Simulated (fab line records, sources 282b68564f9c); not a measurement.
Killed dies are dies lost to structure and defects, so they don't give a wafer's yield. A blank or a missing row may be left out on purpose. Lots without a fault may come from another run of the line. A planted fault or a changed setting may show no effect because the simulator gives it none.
Which tool did it? | flow rit_cmos | 14 lots, 42 wafers sampled, at 3 steps of a route of 202

WHAT THE GAUGES READ, wafer by wafer
RIT_NWELL_OVL_MEAS_06.
lot  | measured    | on         | NWELL_OVL (nm)
L959 | day 1 21:58 | overlay-02 | 1.8 -0.8 1.2
L960 | day 2 02:48 | overlay-01 | -0.1 1.9 1.7
L961 | day 2 08:05 | overlay-02 | -1.0 -1.3 -1.2
L962 | day 2 14:25 | overlay-02 | -2.1 -1.3 -2.6
L965 | day 3 04:55 | overlay-02 | -2.2 -0.6 -2.3
L966 | day 3 09:44 | overlay-01 | -0.9 -0.6 -0.2
L968 | day 3 19:19 | overlay-01 | 1.8 0.3 1.2
L969 | day 4 00:46 | overlay-02 | - - -
L970 | day 4 05:41 | overlay-01 | - - -
L974 | day 5 01:36 | overlay-01 | 0.4 2.8 1.1
L979 | day 6 03:20 | overlay-01 | 0.4 0.3 0.6
L980 | day 6 06:20 | overlay-01 | 1.1 0.7 1.7
L981 | day 6 12:16 | overlay-01 | 1.0 -0.7 -2.4
L982 | day 6 17:17 | overlay-01 | 2.8 0.7 2.6

RIT_PWELL_TW_MEAS_10.
lot  | measured    | on            | PWELL_TW
L959 | day 2 00:08 | film_metro-01 | 952 951 952
L960 | day 2 05:07 | film_metro-02 | 959 950 953
L961 | day 2 10:22 | film_metro-01 | 953 954 956
L962 | day 2 16:42 | film_metro-01 | 956 952 953
L965 | day 3 07:05 | film_metro-04 | 938 945 943
L966 | day 3 11:54 | film_metro-04 | 937 946 943
L968 | day 3 21:32 | film_metro-01 | 956 953 956
L969 | day 4 03:04 | film_metro-02 | 2195 2189 2193
L970 | day 4 07:50 | film_metro-04 | 2184 2180 2176
L974 | day 5 03:53 | film_metro-01 | 951 948 949
L979 | day 6 05:38 | film_metro-01 | 953 952 946
L980 | day 6 08:37 | film_metro-04 | 960 955 952
L981 | day 6 14:33 | film_metro-04 | 958 960 956
L982 | day 6 19:34 | film_metro-04 | 960 955 956

WHICH TOOL RAN EACH LOT (tool, then ch and the chambers of the sampled wafers, then the start)
lot  | RIT_NWELL_COAT_01
L959 | litho_track-03 ch 0, day 1 21:15
L960 | litho_track-02 ch 0, day 2 02:04
L961 | litho_track-03 ch 0, day 2 07:22
L962 | litho_track-04 ch 0, day 2 13:33
L965 | litho_track-02 ch 0, day 3 04:05
L966 | litho_track-04 ch 0, day 3 09:01
L968 | litho_track-03 ch 0, day 3 18:27
L969 | litho_track-02, day 4 00:04
L970 | litho_track-03, day 4 04:57
L974 | litho_track-04 ch 0, day 5 00:45
L979 | litho_track-04 ch 0, day 6 02:34
L980 | litho_track-02 ch 0, day 6 05:29
L981 | litho_track-02 ch 0, day 6 11:25
L982 | litho_track-02 ch 0, day 6 16:33
- RIT_NWELL_COAT_01: resist thk 1300 nm.

WHAT THE TOOLS THEMSELVES READ (means of the sampled wafers that have a number; where no wafer has one, the mark that the record gives instead)
RIT_NWELL_COAT_01.
lot  | tool           | chill_plate_temp_C (C) | dispense_pressure_kPa (kPa)
L959 | litho_track-03 | 23.08                  | 50
L960 | litho_track-02 | 22.96                  | 52
L961 | litho_track-03 | 23.06                  | 50
L962 | litho_track-04 | 23.10                  | 43
L965 | litho_track-02 | 23.04                  | 52
L966 | litho_track-04 | 23.05                  | 43
L968 | litho_track-03 | 22.96                  | 50
L969 | litho_track-02 | -                      | -
L970 | litho_track-03 | -                      | -
L974 | litho_track-04 | 23.25                  | 43
L979 | litho_track-04 | 22.94                  | 43
L980 | litho_track-02 | 22.95                  | 52
L981 | litho_track-02 | 22.98                  | 52
L982 | litho_track-02 | 22.96                  | 52

THE ANSWER, worked out from the rows above alone
Rule: what is usual is taken from the lots themselves. Put in order of their means at a reading, lots are off if they are a third of the lots or fewer, leave a main group of 4 or more, and stand apart from it by a gap of 3 or more times the standard deviation of the main group's means; of several such gaps the widest counts. A main group whose means are all the same, to the digits that the tables above print for the reading, isn't used. A lot without any number at a reading at which 4 lots or more have one is off too. The other lots that the step has rows for count as sound. The gauges are gone through in route order, then the tools' own readings, and for those a lot's mean is taken as printed above. The first step at which some lot is off is used, and at that step the reading that is off furthest; a lot without a number counts as furthest.
Off: L969, L970, at RIT_NWELL_OVL_MEAS_06 (NWELL_OVL). Without a number there: L969, L970. The main group: mean 0.2 nm, standard deviation 1.3.
A tool fits if, at a process step before that reading, it ran every lot that is off, and no sound lot after the first of them. The gauges at RIT_NWELL_OVL_MEAS_06 aren't tried: what is off there is off at RIT_PWELL_TW_MEAS_10 too, on other tools, and a gauge's error can't cause that. None of those tried fits.

WHAT THE SIMULATOR HAD PUT IN
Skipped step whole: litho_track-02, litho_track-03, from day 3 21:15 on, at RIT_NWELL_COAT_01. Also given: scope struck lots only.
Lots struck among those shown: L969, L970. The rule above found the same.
